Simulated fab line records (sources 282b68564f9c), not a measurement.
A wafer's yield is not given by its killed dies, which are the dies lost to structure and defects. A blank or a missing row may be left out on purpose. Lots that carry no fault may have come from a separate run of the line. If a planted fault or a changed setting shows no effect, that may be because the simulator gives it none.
Which tool was responsible? / flow rit cmos / 6 lots, 18 wafers sampled, at 4 steps of a route of 202

== WHAT EACH GAUGE READ, for each wafer ==
RIT_M1_BOW_MEAS_16.
lot=L527; measured=day 4 12:24; on=film metro-02; M1_BOW (um)=15 14 12
lot=L533; measured=day 5 19:28; on=film metro-04; M1_BOW (um)=14 19 28
lot=L535; measured=day 6 03:33; on=film metro-02; M1_BOW (um)=25 20 19
lot=L538; measured=day 6 18:29; on=film metro-02; M1_BOW (um)=23 2 16
lot=L541; measured=day 7 09:34; on=film metro-01; M1_BOW (um)=21 13 22
lot=L544; measured=day 7 23:44; on=film metro-02; M1_BOW (um)=28 7 2

== EACH LOT AND THE TOOL THAT RAN IT (in order: tool; ch and the chambers of the sampled wafers; start) ==
lot=L527; RIT_SILICIDE_SPUTTER_01=pvd sputter-01, day 4 05:13; RIT_SILICIDE_RTA_06=rtp anneal-01 ch 0, day 4 05:39; RIT_CONTACT_CVD_00=pecvd-04 ch 0,1, day 4 05:43
lot=L533; RIT_SILICIDE_SPUTTER_01=pvd sputter-01, day 5 11:52; RIT_SILICIDE_RTA_06=rtp anneal-01 ch 0, day 5 12:18; RIT_CONTACT_CVD_00=pecvd-04 ch 0,1, day 5 12:22
lot=L535; RIT_SILICIDE_SPUTTER_01=pvd sputter-01, day 5 20:12; RIT_SILICIDE_RTA_06=rtp anneal-01 ch 0, day 5 20:42; RIT_CONTACT_CVD_00=pecvd-02 ch 0,2, day 5 20:46
lot=L538; RIT_SILICIDE_SPUTTER_01=pvd sputter-03, day 6 11:34; RIT_SILICIDE_RTA_06=rtp anneal-02 ch 0, day 6 12:03; RIT_CONTACT_CVD_00=pecvd-02 ch 0,2, day 6 12:08
lot=L541; RIT_SILICIDE_SPUTTER_01=pvd sputter-01, day 7 01:23; RIT_SILICIDE_RTA_06=rtp anneal-01 ch 0, day 7 01:54; RIT_CONTACT_CVD_00=pecvd-02 ch 1,2, day 7 01:58
lot=L544; RIT_SILICIDE_SPUTTER_01=pvd sputter-03, day 7 16:55; RIT_SILICIDE_RTA_06=rtp anneal-02 ch 0, day 7 17:22; RIT_CONTACT_CVD_00=pecvd-02 ch 0,1, day 7 17:29
- RIT_SILICIDE_SPUTTER_01: material Ti, target thk 30 nm, time 240 s.
- RIT_SILICIDE_RTA_06: time 10 s, ramp up 5 s, ramp down 10 s.
- RIT_CONTACT_CVD_00: deposits SiO2 from TEOS, target thk 400 nm, time 61 s.

== THE ANSWER, worked out from the rows above alone ==
Rule: the usual values come from the lots themselves. Put in order of their means at a reading, lots are off if they are a third of the lots or fewer, leave a main group of 4 or more, and stand apart from it by a gap of 3 or more times the standard deviation of the main group's means; of several such gaps the widest counts. If all means in a main group match to the digits the tables above print for the reading, that group is not used. A lot without any number at a reading at which 4 lots or more have one is off too. Where the step has rows for the other lots, those lots are counted as sound.
No lot is off on any of the readings shown, so nothing can be concluded from this.

== WHAT WAS PUT IN BY THE SIMULATOR ==
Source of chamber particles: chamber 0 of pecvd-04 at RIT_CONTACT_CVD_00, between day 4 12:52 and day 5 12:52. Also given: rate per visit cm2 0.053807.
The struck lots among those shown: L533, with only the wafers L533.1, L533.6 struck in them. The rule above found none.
